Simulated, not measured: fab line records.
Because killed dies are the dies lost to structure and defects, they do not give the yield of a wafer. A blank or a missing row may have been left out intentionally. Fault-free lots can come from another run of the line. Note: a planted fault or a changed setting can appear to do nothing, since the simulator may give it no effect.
Which of the tools did it? || flow berkeley-cmos170 || Sampling: 15 lots, 45 wafers, 5 of 331 route steps

== WHAT EACH GAUGE READ, for each wafer ==
UCB170_PWELL_THK_MEAS_03. Usual: PWELL_OXIDE_THK typically reads 26.3 nm, with standard deviation 0.49.
{"lot": "L951", "measured": "day 2 08:01", "on": "film-metro-02", "PWELL_OXIDE_THK (nm)": "26.7 27.2 27.0", "flag": ""}
{"lot": "L953", "measured": "day 2 17:24", "on": "film-metro-02", "PWELL_OXIDE_THK (nm)": "25.6 25.7 25.6", "flag": ""}
{"lot": "L954", "measured": "day 3 02:17", "on": "film-metro-04", "PWELL_OXIDE_THK (nm)": "26.6 26.6 26.7", "flag": ""}
{"lot": "L956", "measured": "day 3 15:18", "on": "film-metro-02", "PWELL_OXIDE_THK (nm)": "26.9 26.9 27.2", "flag": ""}
{"lot": "L957", "measured": "day 3 20:53", "on": "film-metro-04", "PWELL_OXIDE_THK (nm)": "25.8 26.3 25.5", "flag": ""}
{"lot": "L959", "measured": "day 4 12:47", "on": "film-metro-04", "PWELL_OXIDE_THK (nm)": "26.3 25.8 26.1", "flag": ""}
{"lot": "L960", "measured": "day 4 12:48", "on": "film-metro-02", "PWELL_OXIDE_THK (nm)": "26.0 26.3 26.2", "flag": ""}
{"lot": "L961", "measured": "day 4 12:47", "on": "film-metro-03", "PWELL_OXIDE_THK (nm)": "26.9 26.7 27.1", "flag": ""}
{"lot": "L965", "measured": "day 5 16:16", "on": "film-metro-03", "PWELL_OXIDE_THK (nm)": "26.0 25.9 25.7", "flag": ""}
{"lot": "L967", "measured": "day 5 23:53", "on": "film-metro-03", "PWELL_OXIDE_THK (nm)": "17.4 16.9 17.4", "flag": "OFF"}
{"lot": "L968", "measured": "day 6 02:35", "on": "film-metro-04", "PWELL_OXIDE_THK (nm)": "17.3 17.5 17.4", "flag": "OFF"}
{"lot": "L969", "measured": "day 6 10:51", "on": "film-metro-02", "PWELL_OXIDE_THK (nm)": "18.2 18.3 18.5", "flag": "OFF"}
{"lot": "L972", "measured": "day 6 23:30", "on": "film-metro-02", "PWELL_OXIDE_THK (nm)": "26.0 26.0 25.7", "flag": ""}
{"lot": "L973", "measured": "day 6 23:31", "on": "film-metro-03", "PWELL_OXIDE_THK (nm)": "26.1 25.6 25.8", "flag": ""}
{"lot": "L974", "measured": "day 7 07:31", "on": "film-metro-02", "PWELL_OXIDE_THK (nm)": "26.4 26.7 27.1", "flag": ""}

UCB170_WELLDRIVE_THK_MEAS_02. Usual: WELLDRIVE_OXIDE_THK typically reads 198 nm, with standard deviation 5.
{"lot": "L951", "measured": "day 2 22:44", "on": "film-metro-03", "WELLDRIVE_OXIDE_THK (nm)": "198 196 195", "flag": ""}
{"lot": "L953", "measured": "day 3 13:57", "on": "film-metro-03", "WELLDRIVE_OXIDE_THK (nm)": "202 203 200", "flag": ""}
{"lot": "L954", "measured": "day 3 20:20", "on": "film-metro-04", "WELLDRIVE_OXIDE_THK (nm)": "197 196 201", "flag": ""}
{"lot": "L956", "measured": "day 4 10:50", "on": "film-metro-04", "WELLDRIVE_OXIDE_THK (nm)": "211 212 213", "flag": ""}
{"lot": "L957", "measured": "day 4 13:06", "on": "film-metro-03", "WELLDRIVE_OXIDE_THK (nm)": "196 195 194", "flag": ""}
{"lot": "L959", "measured": "day 5 05:15", "on": "film-metro-03", "WELLDRIVE_OXIDE_THK (nm)": "196 201 199", "flag": ""}
{"lot": "L960", "measured": "day 5 05:16", "on": "film-metro-01", "WELLDRIVE_OXIDE_THK (nm)": "196 195 195", "flag": ""}
{"lot": "L961", "measured": "day 5 08:48", "on": "film-metro-03", "WELLDRIVE_OXIDE_THK (nm)": "191 190 195", "flag": ""}
{"lot": "L965", "measured": "day 6 10:30", "on": "film-metro-03", "WELLDRIVE_OXIDE_THK (nm)": "190 192 194", "flag": ""}
{"lot": "L967", "measured": "day 6 18:22", "on": "film-metro-01", "WELLDRIVE_OXIDE_THK (nm)": "191 193 187", "flag": ""}
{"lot": "L968", "measured": "day 6 22:11", "on": "film-metro-04", "WELLDRIVE_OXIDE_THK (nm)": "198 198 199", "flag": ""}
{"lot": "L969", "measured": "day 7 04:30", "on": "film-metro-03", "WELLDRIVE_OXIDE_THK (nm)": "197 196 201", "flag": ""}
{"lot": "L972", "measured": "day 8 00:16", "on": "film-metro-03", "WELLDRIVE_OXIDE_THK (nm)": "201 202 203", "flag": ""}
{"lot": "L973", "measured": "day 8 00:16", "on": "film-metro-01", "WELLDRIVE_OXIDE_THK (nm)": "202 200 202", "flag": ""}
{"lot": "L974", "measured": "day 8 04:23", "on": "film-metro-04", "WELLDRIVE_OXIDE_THK (nm)": "192 196 197", "flag": ""}

UCB170_PFIELD_OVL_MEAS_06. Usual: PFIELD_OVL typically reads 0 nm, with standard deviation 5.7.
{"lot": "L951", "measured": "day 3 17:01", "on": "overlay-01", "PFIELD_OVL (nm)": "5 3 -5", "flag": ""}
{"lot": "L953", "measured": "day 4 05:32", "on": "overlay-01", "PFIELD_OVL (nm)": "6 8 -1", "flag": ""}
{"lot": "L954", "measured": "day 4 11:04", "on": "overlay-01", "PFIELD_OVL (nm)": "-3 10 -1", "flag": ""}
{"lot": "L956", "measured": "day 5 05:40", "on": "overlay-02", "PFIELD_OVL (nm)": "3 2 2", "flag": ""}
{"lot": "L957", "measured": "day 5 05:23", "on": "overlay-02", "PFIELD_OVL (nm)": "3 -2 -9", "flag": ""}
{"lot": "L959", "measured": "day 6 02:13", "on": "overlay-01", "PFIELD_OVL (nm)": "-4 -1 2", "flag": ""}
{"lot": "L960", "measured": "day 6 02:25", "on": "overlay-01", "PFIELD_OVL (nm)": "1 0 8", "flag": ""}
{"lot": "L961", "measured": "day 6 03:01", "on": "overlay-01", "PFIELD_OVL (nm)": "-5 2 0", "flag": ""}
{"lot": "L965", "measured": "day 7 01:44", "on": "overlay-02", "PFIELD_OVL (nm)": "-2 -6 2", "flag": ""}
{"lot": "L967", "measured": "day 7 21:22", "on": "overlay-02", "PFIELD_OVL (nm)": "-3 -9 -13", "flag": ""}
{"lot": "L968", "measured": "day 7 21:00", "on": "overlay-01", "PFIELD_OVL (nm)": "-9 -2 -6", "flag": ""}
{"lot": "L969", "measured": "day 8 06:13", "on": "overlay-02", "PFIELD_OVL (nm)": "7 9 6", "flag": ""}
{"lot": "L972", "measured": "day 8 17:23", "on": "overlay-02", "PFIELD_OVL (nm)": "16 -2 7", "flag": ""}
{"lot": "L973", "measured": "day 8 17:17", "on": "overlay-01", "PFIELD_OVL (nm)": "12 0 10", "flag": ""}
{"lot": "L974", "measured": "day 9 00:08", "on": "overlay-02", "PFIELD_OVL (nm)": "-5 2 -8", "flag": ""}

UCB170_NVT_OVL_MEAS_06. Usual: NVT_OVL typically reads 2 nm, with standard deviation 5.
{"lot": "L951", "measured": "day 4 16:19", "on": "overlay-01", "NVT_OVL (nm)": "4 9 4", "flag": ""}
{"lot": "L953", "measured": "day 5 09:01", "on": "overlay-02", "NVT_OVL (nm)": "-4 2 3", "flag": ""}
{"lot": "L954", "measured": "day 5 13:25", "on": "overlay-02", "NVT_OVL (nm)": "10 6 11", "flag": ""}
{"lot": "L956", "measured": "day 6 03:51", "on": "overlay-02", "NVT_OVL (nm)": "2 -7 -5", "flag": ""}
{"lot": "L957", "measured": "day 6 04:17", "on": "overlay-01", "NVT_OVL (nm)": "0 4 -1", "flag": ""}
{"lot": "L959", "measured": "day 7 06:04", "on": "overlay-01", "NVT_OVL (nm)": "-2 -6 -5", "flag": ""}
{"lot": "L960", "measured": "day 7 06:19", "on": "overlay-02", "NVT_OVL (nm)": "-4 -4 -1", "flag": ""}
{"lot": "L961", "measured": "day 7 13:00", "on": "overlay-01", "NVT_OVL (nm)": "0 1 6", "flag": ""}
{"lot": "L965", "measured": "day 8 09:43", "on": "overlay-02", "NVT_OVL (nm)": "5 3 3", "flag": ""}
{"lot": "L967", "measured": "day 8 22:14", "on": "overlay-02", "NVT_OVL (nm)": "4 6 4", "flag": ""}
{"lot": "L968", "measured": "day 8 21:58", "on": "overlay-02", "NVT_OVL (nm)": "-1 -4 2", "flag": ""}
{"lot": "L969", "measured": "day 9 08:55", "on": "overlay-02", "NVT_OVL (nm)": "8 11 10", "flag": ""}
{"lot": "L972", "measured": "day 9 23:38", "on": "overlay-02", "NVT_OVL (nm)": "-1 -8 -4", "flag": ""}
{"lot": "L973", "measured": "day 9 23:53", "on": "overlay-01", "NVT_OVL (nm)": "4 1 -6", "flag": ""}
{"lot": "L974", "measured": "day 10 04:10", "on": "overlay-01", "NVT_OVL (nm)": "10 9 9", "flag": ""}

== WHAT TOOL EACH LOT RAN ON (gives the tool, then ch and the chambers of the sampled wafers, and finally the start) ==
{"lot": "L951", "UCB170_PWELL_OXIDATION_02": "furnace-03 ch 0, day 2 06:40"}
{"lot": "L953", "UCB170_PWELL_OXIDATION_02": "furnace-02 ch 0, day 2 16:03"}
{"lot": "L954", "UCB170_PWELL_OXIDATION_02": "furnace-02 ch 0, day 3 00:54"}
{"lot": "L956", "UCB170_PWELL_OXIDATION_02": "furnace-02 ch 0, day 3 13:57"}
{"lot": "L957", "UCB170_PWELL_OXIDATION_02": "furnace-01 ch 0, day 3 19:32"}
{"lot": "L959", "UCB170_PWELL_OXIDATION_02": "furnace-03 ch 0, day 4 11:26"}
{"lot": "L960", "UCB170_PWELL_OXIDATION_02": "furnace-03 ch 0, day 4 11:26"}
{"lot": "L961", "UCB170_PWELL_OXIDATION_02": "furnace-03 ch 0, day 4 11:26"}
{"lot": "L965", "UCB170_PWELL_OXIDATION_02": "furnace-01 ch 0, day 5 14:55"}
{"lot": "L967", "UCB170_PWELL_OXIDATION_02": "furnace-03 ch 0, day 5 22:31"}
{"lot": "L968", "UCB170_PWELL_OXIDATION_02": "furnace-03 ch 0, day 6 01:13"}
{"lot": "L969", "UCB170_PWELL_OXIDATION_02": "furnace-03 ch 0, day 6 09:30"}
{"lot": "L972", "UCB170_PWELL_OXIDATION_02": "furnace-01 ch 0, day 6 22:09"}
{"lot": "L973", "UCB170_PWELL_OXIDATION_02": "furnace-01 ch 0, day 6 22:09"}
{"lot": "L974", "UCB170_PWELL_OXIDATION_02": "furnace-01 ch 0, day 7 06:10"}
- UCB170_PWELL_OXIDATION_02: target thk 26.4 nm, ox time 1260 s.

== WHAT THE TOOLS THEMSELVES READ (means of the sampled wafers that have a number; where no wafer has one, the mark that the record gives instead) ==
UCB170_PWELL_OXIDATION_02. Usual: spike-tc-centre-C 1002.3 C, standard deviation 1.3; spike-tc-load-C 1027.3 C, standard deviation 2.9; spike-tc-source-C 1024.2 C, standard deviation 1.6; tube-center-temp-C 999.99 C, standard deviation 0.097; tube_center_temp_C_max 1002.6, standard deviation 0.42; zone-power-source-pct 35 %, standard deviation 3.
{"lot": "L951", "tool": "furnace-03", "spike-tc-centre-C (C)": 1003.0, "spike-tc-load-C (C)": 1027.8, "spike-tc-source-C (C)": 1025.2, "tube-center-temp-C (C)": 999.96, "tube_center_temp_C_max": 1002.2, "zone-power-source-pct (%)": 31, "flag": ""}
{"lot": "L953", "tool": "furnace-02", "spike-tc-centre-C (C)": 1000.9, "spike-tc-load-C (C)": 1023.3, "spike-tc-source-C (C)": 1021.9, "tube-center-temp-C (C)": 999.94, "tube_center_temp_C_max": 1003.0, "zone-power-source-pct (%)": 34, "flag": ""}
{"lot": "L954", "tool": "furnace-02", "spike-tc-centre-C (C)": 1003.2, "spike-tc-load-C (C)": 1023.7, "spike-tc-source-C (C)": 1021.9, "tube-center-temp-C (C)": 999.92, "tube_center_temp_C_max": 1002.6, "zone-power-source-pct (%)": 34, "flag": ""}
{"lot": "L956", "tool": "furnace-02", "spike-tc-centre-C (C)": 1001.9, "spike-tc-load-C (C)": 1022.7, "spike-tc-source-C (C)": 1022.4, "tube-center-temp-C (C)": 1000.03, "tube_center_temp_C_max": 1002.5, "zone-power-source-pct (%)": 34, "flag": ""}
{"lot": "L957", "tool": "furnace-01", "spike-tc-centre-C (C)": 1002.2, "spike-tc-load-C (C)": 1030.4, "spike-tc-source-C (C)": 1025.4, "tube-center-temp-C (C)": 999.95, "tube_center_temp_C_max": 1002.6, "zone-power-source-pct (%)": 38, "flag": ""}
{"lot": "L959", "tool": "furnace-03", "spike-tc-centre-C (C)": 1003.2, "spike-tc-load-C (C)": 1027.6, "spike-tc-source-C (C)": 1023.8, "tube-center-temp-C (C)": 1000.05, "tube_center_temp_C_max": 1003.0, "zone-power-source-pct (%)": 31, "flag": ""}
{"lot": "L960", "tool": "furnace-03", "spike-tc-centre-C (C)": 1004.3, "spike-tc-load-C (C)": 1027.3, "spike-tc-source-C (C)": 1024.7, "tube-center-temp-C (C)": 1000.10, "tube_center_temp_C_max": 1002.5, "zone-power-source-pct (%)": 32, "flag": ""}
{"lot": "L961", "tool": "furnace-03", "spike-tc-centre-C (C)": 1003.6, "spike-tc-load-C (C)": 1026.6, "spike-tc-source-C (C)": 1024.7, "tube-center-temp-C (C)": 999.95, "tube_center_temp_C_max": 1002.6, "zone-power-source-pct (%)": 32, "flag": ""}
{"lot": "L965", "tool": "furnace-01", "spike-tc-centre-C (C)": 1001.4, "spike-tc-load-C (C)": 1030.5, "spike-tc-source-C (C)": 1025.7, "tube-center-temp-C (C)": 1000.04, "tube_center_temp_C_max": 1003.0, "zone-power-source-pct (%)": 38, "flag": ""}
{"lot": "L967", "tool": "furnace-03", "spike-tc-centre-C (C)": 963.8, "spike-tc-load-C (C)": 987.6, "spike-tc-source-C (C)": 984.9, "tube-center-temp-C (C)": 960.75, "tube_center_temp_C_max": 963.0, "zone-power-source-pct (%)": 29, "flag": "OFF"}
{"lot": "L968", "tool": "furnace-03", "spike-tc-centre-C (C)": 963.9, "spike-tc-load-C (C)": 986.9, "spike-tc-source-C (C)": 984.9, "tube-center-temp-C (C)": 960.79, "tube_center_temp_C_max": 963.3, "zone-power-source-pct (%)": 29, "flag": "OFF"}
{"lot": "L969", "tool": "furnace-03", "spike-tc-centre-C (C)": 963.6, "spike-tc-load-C (C)": 987.2, "spike-tc-source-C (C)": 984.5, "tube-center-temp-C (C)": 960.85, "tube_center_temp_C_max": 963.2, "zone-power-source-pct (%)": 29, "flag": "OFF"}
{"lot": "L972", "tool": "furnace-01", "spike-tc-centre-C (C)": 1001.8, "spike-tc-load-C (C)": 1031.1, "spike-tc-source-C (C)": 1025.0, "tube-center-temp-C (C)": 999.96, "tube_center_temp_C_max": 1002.3, "zone-power-source-pct (%)": 39, "flag": ""}
{"lot": "L973", "tool": "furnace-01", "spike-tc-centre-C (C)": 1000.6, "spike-tc-load-C (C)": 1031.2, "spike-tc-source-C (C)": 1025.0, "tube-center-temp-C (C)": 999.91, "tube_center_temp_C_max": 1002.5, "zone-power-source-pct (%)": 38, "flag": ""}
{"lot": "L974", "tool": "furnace-01", "spike-tc-centre-C (C)": 1001.9, "spike-tc-load-C (C)": 1030.0, "spike-tc-source-C (C)": 1025.2, "tube-center-temp-C (C)": 999.97, "tube_center_temp_C_max": 1002.5, "zone-power-source-pct (%)": 38, "flag": ""}

== THE ANSWER, worked out from the rows above alone ==
Rule: a lot is off if the mean of its wafers that have a number lies more than 3 standard deviations from the usual mean. Also off: a lot with no number at a reading for which 4 or more lots have one. The other lots that the step has rows for count as sound. Order of review: gauges by route order, followed by the tools' own readings, for which a lot's mean as printed above is used. The first step at which some lot is off is used, and at that step the reading that is off furthest; a lot without a number counts as furthest.
Off: at UCB170_PWELL_THK_MEAS_03 (PWELL_OXIDE_THK), L967, L968, L969.
If a tool, at a process step before that reading, ran all the lots that are off and no sound lot after the first of them, it fits. Not tried: the gauges at UCB170_PWELL_THK_MEAS_03; whatever is off there is also off at UCB170_PWELL_OXIDATION_02, on other tools, and gauge error can't account for it. One candidate fits, namely furnace-03 at UCB170_PWELL_OXIDATION_02. Its last sound lot is L959 (day 4 11:26), its first lot that is off L967 (day 5 22:31): a fault that began between those two fits.
The tool's own readings at UCB170_PWELL_OXIDATION_02 bear it out: on the lots that are off they differ by more than 5 times the standard deviation of the sound lots' means. spike-tc-centre-C reads 963.8 C there against 1002.3 C on the sound lots; spike-tc-load-C reads 987.2 C there against 1027.7 C on the sound lots; spike-tc-source-C reads 984.8 C there against 1024.2 C on the sound lots; tube-center-temp-C reads 960.80 C there against 999.98 C on the sound lots; tube_center_temp_C_max reads 963.2 there against 1002.6 on the sound lots.

== WHAT THE SIMULATOR HAD INSERTED ==
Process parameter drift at UCB170_PWELL_OXIDATION_02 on furnace-03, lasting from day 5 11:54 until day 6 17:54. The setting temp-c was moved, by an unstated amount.
Struck lots among those shown: L967, L968, L969. The rule given above showed the same thing.
